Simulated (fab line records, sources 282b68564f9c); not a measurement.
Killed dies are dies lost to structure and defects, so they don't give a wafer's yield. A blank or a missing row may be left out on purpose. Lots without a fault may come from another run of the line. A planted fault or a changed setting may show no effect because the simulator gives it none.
One fault seen from 2 desks | flow rit_cmos | each desk has only its own numbers; what lay behind them comes last

THE METROLOGY DESK
What the gauges read, lot by lot, whatever tool the lot ran on: means of the sampled wafers that have a number. A lot is out of limits, marked OUT, if its mean lies more than 4 standard deviations from the usual mean; the brackets give that distance.
Columns: A = cd_nm at RIT_ACTIVE_CD_MEAS_11, usual 1400.2 nm; B = PRETRO_OVL at RIT_PRETRO_OVL_MEAS_06, usual 0.6 nm; C = GATE_OXIDE_THK at RIT_GATE_THK_MEAS_07, usual 3.04 nm; D = SILICIDE_TI_RS at RIT_SILICIDE_RS_MEAS_02, usual 47.6 ohm/sq
lot  | first seen here | A      | B    | C              | D
L837 | day 1 15:41     | 1401.5 | -0.1 | 3.05           | 47.5
L838 | day 1 20:31     | 1397.7 | -1.1 | 2.99           | 47.3
L839 | day 2 01:16     | 1405.1 | 1.1  | 2.98           | 47.2
L840 | day 2 06:56     | 1398.6 | 0.5  | 3.11           | 48.7
L841 | day 2 11:59     | 1398.7 | 1.3  | 2.97           | 47.7
L842 | day 2 15:59     | 1397.9 | 1.2  | 3.00           | 48.2
L843 | day 2 23:00     | 1398.5 | -1.3 | 3.00           | 48.2
L846 | day 3 12:27     | 1403.1 | -0.0 | 4.66 (+23) OUT | 48.3
L847 | day 3 17:24     | 1400.6 | 0.2  | 3.15           | 47.4
L848 | day 3 21:26     | 1401.1 | -0.0 | 4.70 (+24) OUT | 48.1
L854 | day 5 04:14     | 1400.7 | 4.0  | 3.08           | 47.1
L856 | day 5 15:43     | 1399.6 | 1.1  | 2.93           | 47.6
L860 | day 6 09:36     | 1402.6 | -0.6 | 3.05           | 47.3
This desk's finding: out of limits on L846, L848; first on L846, day 4 10:50 (GATE_OXIDE_THK at RIT_GATE_THK_MEAS_07). In limits: L837, L838, L839, L840, L841, L842, L843, L847, L854, L856, L860.

THE TOOL OWNER'S DESK: furnace-03
The tool's own readings at RIT_GATE_OXIDATION_05 (target thk 3 nm, ox time 270 s): means of the sampled wafers that have a number, for each lot that ran on this tool. A lot is out of limits, marked OUT, if its mean lies more than 4 standard deviations from the usual mean; the brackets give that distance.
Columns: A = spike_tc_centre_C at RIT_GATE_OXIDATION_05, usual 902.7 C; B = spike_tc_load_C at RIT_GATE_OXIDATION_05, usual 924.5 C; C = spike_tc_source_C at RIT_GATE_OXIDATION_05, usual 926.9 C; D = tube_center_temp_C at RIT_GATE_OXIDATION_05, usual 900.01 C; E = tube_center_temp_C_max at RIT_GATE_OXIDATION_05, usual 902.3; F = zone_power_load_pct at RIT_GATE_OXIDATION_05, usual 25.7 %
lot  | first seen here | A               | B               | C               | D                        | E                       | F
L846 | day 4 09:31     | 941.6 (+22) OUT | 965.2 (+20) OUT | 967.8 (+15) OUT | 937.71 (+99 or more) OUT | 940.3 (+99 or more) OUT | 29.2
L848 | day 4 16:38     | 942.6 (+22) OUT | 964.6 (+20) OUT | 966.3 (+14) OUT | 937.74 (+99 or more) OUT | 939.8 (+99) OUT         | 29.2
This desk's finding: out of limits on L846, L848; first on L846, day 4 09:31 (spike_tc_centre_C at RIT_GATE_OXIDATION_05). In limits: none.

PUT TOGETHER
The tool owner's desk could have raised an alarm at day 4 09:31, on L846, L848.
The metrology desk could have raised an alarm at day 4 10:50, on L846, L848.
Of the lots named, all ran RIT_GATE_OXIDATION_05 on furnace-03.

WHAT THE SIMULATOR HAD PUT IN
Process parameter drift: furnace-03, from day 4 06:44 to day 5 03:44, at RIT_GATE_OXIDATION_05. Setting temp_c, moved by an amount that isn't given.
Lots struck among those shown: L846, L848.
Hours from the fault's start to each desk's first reading out of limits: the tool owner's desk, 3; the metrology desk, 4.
